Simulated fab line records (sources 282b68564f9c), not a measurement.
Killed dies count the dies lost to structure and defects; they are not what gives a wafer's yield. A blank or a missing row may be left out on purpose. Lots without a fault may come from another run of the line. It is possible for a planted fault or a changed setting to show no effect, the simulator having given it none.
One fault seen from 2 desks | flow rit-cmos | numbers are kept per desk, each desk with only its own; the story behind them comes last

## TOOL OWNER'S DESK, litho-track-03
The tool's own readings at RIT_NRETRO_COAT_01 (resist thk 1300 nm): means of the sampled wafers that have a number, for each lot that ran on this tool. The brackets show how far a lot's mean lies from the usual mean; more than 4 standard deviations puts the lot out of limits, marked OUT.
Columns: A = resist-line-temp-C at RIT_NRETRO_COAT_01, usual 23.00 C; B = spin-speed-rpm at RIT_NRETRO_COAT_01, usual 2047.7 rpm
lot  | first seen here | A     | B
L965 | day 3 00:24     | 23.09 | 2045.8
L973 | day 4 14:23     | 23.01 | 2047.3
L974 | day 4 18:37     | 22.98 | 2047.4
This desk's verdict: no lot among the 3 shows anything out of limits.

## FROM THE METROLOGY DESK
What the gauges read for every lot (on any tool): the sampled wafers with a number, averaged. The brackets show how far a lot's mean lies from the usual mean; more than 4 standard deviations puts the lot out of limits, marked OUT.
Columns: A = PWELL_OVL at RIT_PWELL_OVL_MEAS_06, usual -1.3 nm; B = PWELL_TW at RIT_PWELL_TW_MEAS_10, usual 951; C = NWELL_RS at RIT_WELLDRIVE_RS_MEAS_01, usual 275.6 ohm/sq; D = PWELL_RS at RIT_WELLDRIVE_RS_MEAS_02, usual 429.1 ohm/sq; E = NRETRO_OVL at RIT_NRETRO_OVL_MEAS_06, usual -0.8 nm
lot  | first seen here | A    | B   | C     | D     | E
L963 | day 2 07:19     | -1.2 | 944 | 275.6 | 428.3 | -1.2
L965 | day 2 16:50     | -1.7 | 947 | 275.3 | 428.3 | -0.5
L973 | day 4 08:02     | -1.2 | 953 | 276.7 | 430.8 | -2.3
L974 | day 4 11:52     | -1.1 | 958 | 275.4 | 430.4 | -0.9
L981 | day 6 01:13     | -0.6 | 949 | 276.5 | 429.8 | -0.0
L984 | day 6 15:29     | -1.2 | 957 | 274.9 | 429.2 | -1.5
This desk's verdict: no lot among the 6 shows anything out of limits.

## BROUGHT TOGETHER
The desk of the tool owner found nothing out of limits.
Nothing out of limits was seen by the metrology desk.

## WHAT HAD BEEN PUT IN BY THE SIMULATOR
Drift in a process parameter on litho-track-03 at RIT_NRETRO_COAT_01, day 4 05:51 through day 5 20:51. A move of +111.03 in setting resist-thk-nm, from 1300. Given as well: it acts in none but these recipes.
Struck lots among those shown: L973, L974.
